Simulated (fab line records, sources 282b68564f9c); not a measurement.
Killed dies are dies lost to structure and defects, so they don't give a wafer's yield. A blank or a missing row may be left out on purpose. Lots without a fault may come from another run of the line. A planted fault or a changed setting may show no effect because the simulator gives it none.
A struck lot beside a sound one | flow rit_cmos | 15 steps out of a route of 202
Sound: wafers L421.1, L421.2, L421.5. Struck: wafers L428.2, L428.3, L428.4. The cause comes at the end.
At each step with rows: each side's tool, then ch and its chambers, then its first start. Under that, the readings that differ: sound wafers | struck wafers | difference of the means | sigmas: that difference in standard deviations of wafers without a fault.
alike: readings whose means differ by less than 2 such deviations, and words and numbers that are the same on both sides. not compared: withheld readings, readings that some wafer has no value for, bounds like >300 that may hide the same value, and numbers for which the record gives no deviation and whose values overlap.
The two part at a step that has a row with sigmas, a row that says differs or no value, or rows on one side only. Numbers that don't overlap but have no deviation are shown without sigmas and don't part them. A reading that every wafer of one side lacks parts them only if that side has two wafers or more.

RIT_FOX1_THK_MEAS_01:
  sound on film_metro-03, day 1 22:43; struck on film_metro-03, day 3 09:49
  reading             | sound       | struck      | difference | sigmas
  FOX1_OXIDE_THK (nm) | 359 355 353 | 342 347 342 | -12        | -2
then, 2 steps without rows for these wafers: RIT_FOX1_WET_ETCH_02 (etches SiO2 in BOE, target depth 350 nm, time 390 s); RIT_FOX2_OXIDATION_00 (target thk 350.7 nm, ox time 1130 s).
RIT_FOX2_THK_MEAS_01:
  sound on film_metro-04, day 2 00:12; struck on film_metro-03, day 3 11:57
  alike: FOX2_OXIDE_THK
then, 2 steps without rows for these wafers: RIT_FOX2_CLEAN_02 (cleans in dHF, time 173 s); RIT_FOX2_WET_ETCH_03 (etches Si3N4 in H3PO4, target depth 195 nm, time 2700 s).
RIT_FOX2_THK_MEAS_90:
  sound on film_metro-03, day 2 01:07; struck on film_metro-02, day 3 12:50
  alike: FIELD_OXIDE_LEFT_1_THK
then, 5 steps without rows for these wafers: RIT_NWELL_HMDS_00 (prime time 60 s); RIT_NWELL_COAT_01 (resist thk 1300 nm); RIT_NWELL_SOFTBAKE_02 (time 60 s); RIT_NWELL_EXPOSE_03 (exposes mask M2, target cd 43900 nm); RIT_NWELL_PEB_04.
RIT_NWELL_DEVELOP_05: develop time 64.78 s.
  sound on litho_track-04 ch 0, day 2 01:00; struck on litho_track-01 ch 0, day 3 13:00
  reading              | sound             | struck            | difference | sigmas
  developer_temp_C (C) | 23.04 23.08 23.28 | 25.22 25.08 25.19 | +2.03      | +17
  alike: chill_plate_temp_C, exhaust_pa
RIT_NWELL_OVL_MEAS_06:
  sound on overlay-01, day 2 02:03; struck on overlay-02, day 3 13:51
  alike: NWELL_OVL
RIT_M1_PROBE_99:
  sound on prober-01, day 3 13:22; struck on prober-02, day 5 02:39
  alike: killed_at_M0_to_M3, killed_at_contacts, killed_at_front_end, killed_dies, killed_open, killed_short

WHERE THEY PART
First at RIT_FOX1_THK_MEAS_01; last, within this record, at RIT_NWELL_DEVELOP_05. Later steps at which nothing parts them and some readings are alike: RIT_NWELL_OVL_MEAS_06, RIT_M1_PROBE_99.

WHY: what the simulator had put in
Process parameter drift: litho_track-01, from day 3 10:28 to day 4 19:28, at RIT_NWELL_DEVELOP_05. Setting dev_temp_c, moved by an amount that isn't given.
